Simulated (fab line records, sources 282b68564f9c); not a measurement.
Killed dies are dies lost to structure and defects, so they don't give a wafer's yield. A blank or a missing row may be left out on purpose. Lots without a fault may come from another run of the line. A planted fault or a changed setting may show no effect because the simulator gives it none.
A struck lot beside a sound one | flow rit_cmos | 20 steps out of a route of 202
Sound: wafers L342.1, L342.2, L342.3. Struck: wafers L351.1, L351.4, L351.6. The cause comes at the end.
At each step with rows: each side's tool, then ch and its chambers, then its first start. Under that, the readings that differ: sound wafers | struck wafers | difference of the means | sigmas: that difference in standard deviations of wafers without a fault.
alike: readings whose means differ by less than 2 such deviations, and words and numbers that are the same on both sides. not compared: withheld readings, readings that some wafer has no value for, bounds like >300 that may hide the same value, and numbers for which the record gives no deviation and whose values overlap.
The two part at a step that has a row with sigmas, a row that says differs or no value, or rows on one side only. Numbers that don't overlap but have no deviation are shown without sigmas and don't part them. A reading that every wafer of one side lacks parts them only if that side has two wafers or more.

RIT_ACTIVE_BOW_MEAS_00:
  sound on film_metro-01, day 2 21:00; struck on film_metro-02, day 4 18:00
  alike: INCOMING_BOW
then, 1 step without rows for these wafers: RIT_ACTIVE_OXIDATION_01 (target thk 46.8 nm, ox time 3503 s).
RIT_ACTIVE_THK_MEAS_02:
  sound on film_metro-02, day 2 23:19; struck on film_metro-04, day 4 20:55
  reading               | sound          | struck         | difference | sigmas
  ACTIVE_OXIDE_THK (nm) | 48.6 48.9 49.1 | 47.0 47.5 46.7 | -1.8       | -2
RIT_ACTIVE_CVD_03: deposits Si3N4 from SiH2Cl2/NH3, target thk 150 nm, time 1500 s.
  sound on lpcvd-01 ch 0, day 2 23:23; struck on lpcvd-01 ch 1, day 4 20:58
  reading                                  | sound             | struck            | difference | sigmas
  model.Si3N4_of_ACTIVE_CVD_03.thk_nm (nm) | 149.7 151.1 151.9 | 284.5 283.5 284.7 | +133.3     |
  alike: nh3_flow_sccm, susceptor_temp_C
RIT_ACTIVE_THK_MEAS_04:
  sound on film_metro-04, day 3 00:48; struck on film_metro-01, day 4 22:23
  reading                 | sound             | struck            | difference | sigmas
  ACTIVE_NITRIDE_THK (nm) | 149.6 151.1 151.9 | 284.4 283.2 284.6 | +133.2     | +99 or more
then, 6 steps without rows for these wafers: RIT_ACTIVE_HMDS_05 (prime time 60 s); RIT_ACTIVE_COAT_06 (resist thk 1000 nm); RIT_ACTIVE_SOFTBAKE_07 (time 60 s); RIT_ACTIVE_EXPOSE_08 (exposes mask M1, target cd 1400 nm); RIT_ACTIVE_PEB_09; RIT_ACTIVE_DEVELOP_10 (develop time 50 s).
RIT_ACTIVE_CD_MEAS_11: target cd 1400 nm.
  sound on cd_sem-01, day 3 01:50; struck on cd_sem-01, day 4 23:25
  reading    | sound                | struck               | difference | sigmas
  cd_nm (nm) | 1405.5 1404.6 1404.9 | 1397.7 1397.8 1397.8 | -7.2       | -3
then, 1 step without rows for these wafers: RIT_ACTIVE_HARDBAKE_12 (time 60 s).
RIT_ACTIVE_ETCH_13: etches Si3N4 in SF6, stops on SiO2, time 210 s, target depth 210 nm.
  sound on rie_diel-04 ch 0,1,2, day 3 02:06; struck on rie_diel-01 ch 0,1,3, day 4 23:41
  reading                            | sound             | struck            | difference | sigmas
  oes_product_au (a.u.)              | 0.822 0.827 0.808 | 1.022 1.013 0.987 | +0.188     | +13
  model.etch.depth_nm (nm)           | 149.7 151.1 151.9 | 217.4 206.2 205.9 | +58.9      |
  model.ACTIVE.feature_depth_nm (nm) | 149.7 153 151.9   | 217.4 206.2 205.9 | +58.3      |
  alike: drypump_motor_current_A, rf_fwd_power_W, throttle_valve_pct
  not compared: rf_hours_counter_h, model.SiO2_of_ACTIVE_OXIDATION_01.thk_nm
RIT_ACTIVE_STRIP_14: strips in O2, time 180 s.
  sound on plasma_asher-01 ch 0,1, day 3 02:14; struck on plasma_asher-03 ch 0,1, day 4 23:49
  alike: drypump_motor_current_A
  not compared: rf_hours_counter_h
RIT_ACTIVE_CD_MEAS_90: target cd 1400 nm.
  sound on cd_sem-02, day 3 02:25; struck on cd_sem-01, day 5 00:00
  reading    | sound                | struck               | difference | sigmas
  cd_nm (nm) | 1406.2 1404.6 1405.0 | 1397.4 1397.5 1398.4 | -7.5       | -3
then, 1 step without rows for these wafers: RIT_ACTIVE_CLEAN_15 (cleans in SC1, time 600 s).
RIT_ACTIVE_CLEAN_16: cleans in dHF, time 30 s.
  sound on wet_bench-04 ch 0, day 3 02:43; struck on wet_bench-02 ch 0, day 5 00:23
  reading                                  | sound           | struck            | difference | sigmas
  model.Si3N4_of_ACTIVE_CVD_03.thk_nm (nm) | 148.8 150.3 151 | 283.6 282.6 283.8 | +133.3     |
then, 1 step without rows for these wafers: RIT_ACTIVE_CLEAN_17 (cleans in SC2, time 600 s).
RIT_M1_PROBE_99:
  sound on prober-02, day 4 23:37; struck on prober-01, day 6 22:01
  reading             | sound  | struck      | difference | sigmas
  killed_at_front_end | 4 14 7 | 264 264 264 | +256       | +85
  killed_dies         | 4 14 7 | 264 264 264 | +256       | +82
  killed_on_rim       | 1 5 0  | 70 70 70    | +68        | +49
  alike: killed_at_contacts, killed_open, killed_short

WHERE THEY PART
First at RIT_ACTIVE_THK_MEAS_02; last, within this record, at RIT_M1_PROBE_99.

WHY: what the simulator had put in
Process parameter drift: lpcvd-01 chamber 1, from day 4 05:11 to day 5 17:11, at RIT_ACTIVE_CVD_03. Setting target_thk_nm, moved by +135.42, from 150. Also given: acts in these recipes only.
